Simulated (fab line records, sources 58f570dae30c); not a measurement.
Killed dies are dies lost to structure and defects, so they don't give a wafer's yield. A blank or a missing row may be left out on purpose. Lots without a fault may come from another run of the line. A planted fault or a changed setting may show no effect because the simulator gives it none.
One fault seen from 2 desks | flow berkeley_cmos170 | each desk has only its own numbers; what lay behind them comes last

THE METROLOGY DESK
What the gauges read, lot by lot, whatever tool the lot ran on: means of the sampled wafers that have a number. A lot is out of limits, marked OUT, if its mean lies more than 4 standard deviations from the usual mean; the brackets give that distance.
Columns: A = GATE_POLY_THK at UCB170_GATE_THK_MEAS_05, usual 214.4 nm; B = cd_nm at UCB170_GATE_CD_MEAS_12, usual 350.3 nm; C = GATE_OVL at UCB170_GATE_OVL_MEAS_13, usual 0 nm
lot  | first seen here | A     | B     | C
L481 | day 6 15:13     | 217.4 | 351.9 | 3
L482 | day 7 09:50     | 214.9 | 351.5 | 2
L493 | day 10 02:51    | 214.6 | 350.5 | 0
L496 | day 10 16:29    | 212.1 | 350.4 | -2
L495 | day 10 16:30    | 212.6 | 349.1 | -4
L498 | day 10 16:33    | 216.1 | 348.2 | -2
L501 | day 12 03:52    | 213.6 | 351.2 | -9
This desk's finding: nothing out of limits on any of the 7 lots.

THE TOOL OWNER'S DESK: rie_si-01
The tool's own readings at UCB170_GATE_ETCH_15 (etches poly-Si in HBr/Cl2, stops on SiO2, time 56.3 s, target depth 278.2 nm): means of the sampled wafers that have a number, for each lot that ran on this tool. A lot is out of limits, marked OUT, if its mean lies more than 4 standard deviations from the usual mean; the brackets give that distance.
Columns: A = chamber_pressure_mTorr at UCB170_GATE_ETCH_15, usual 15.000 mTorr; B = drypump_motor_current_A at UCB170_GATE_ETCH_15, usual 5.8 A; C = oes_product_au at UCB170_GATE_ETCH_15, usual 0.831 a.u.; D = throttle_valve_pct at UCB170_GATE_ETCH_15, usual 26.30 %
lot  | first seen here | A      | B   | C     | D
L481 | day 6 17:32     | 15.011 | 5.9 | 0.826 | 26.37
L493 | day 10 04:07    | 14.993 | 5.9 | 0.830 | 26.38
L496 | day 10 18:14    | 15.016 | 5.8 | 0.832 | 26.30
L495 | day 10 19:07    | 15.007 | 5.9 | 0.828 | 26.22
This desk's finding: nothing out of limits on any of the 4 lots.

PUT TOGETHER
The metrology desk saw nothing out of limits.
The tool owner's desk saw nothing out of limits.

WHAT THE SIMULATOR HAD PUT IN
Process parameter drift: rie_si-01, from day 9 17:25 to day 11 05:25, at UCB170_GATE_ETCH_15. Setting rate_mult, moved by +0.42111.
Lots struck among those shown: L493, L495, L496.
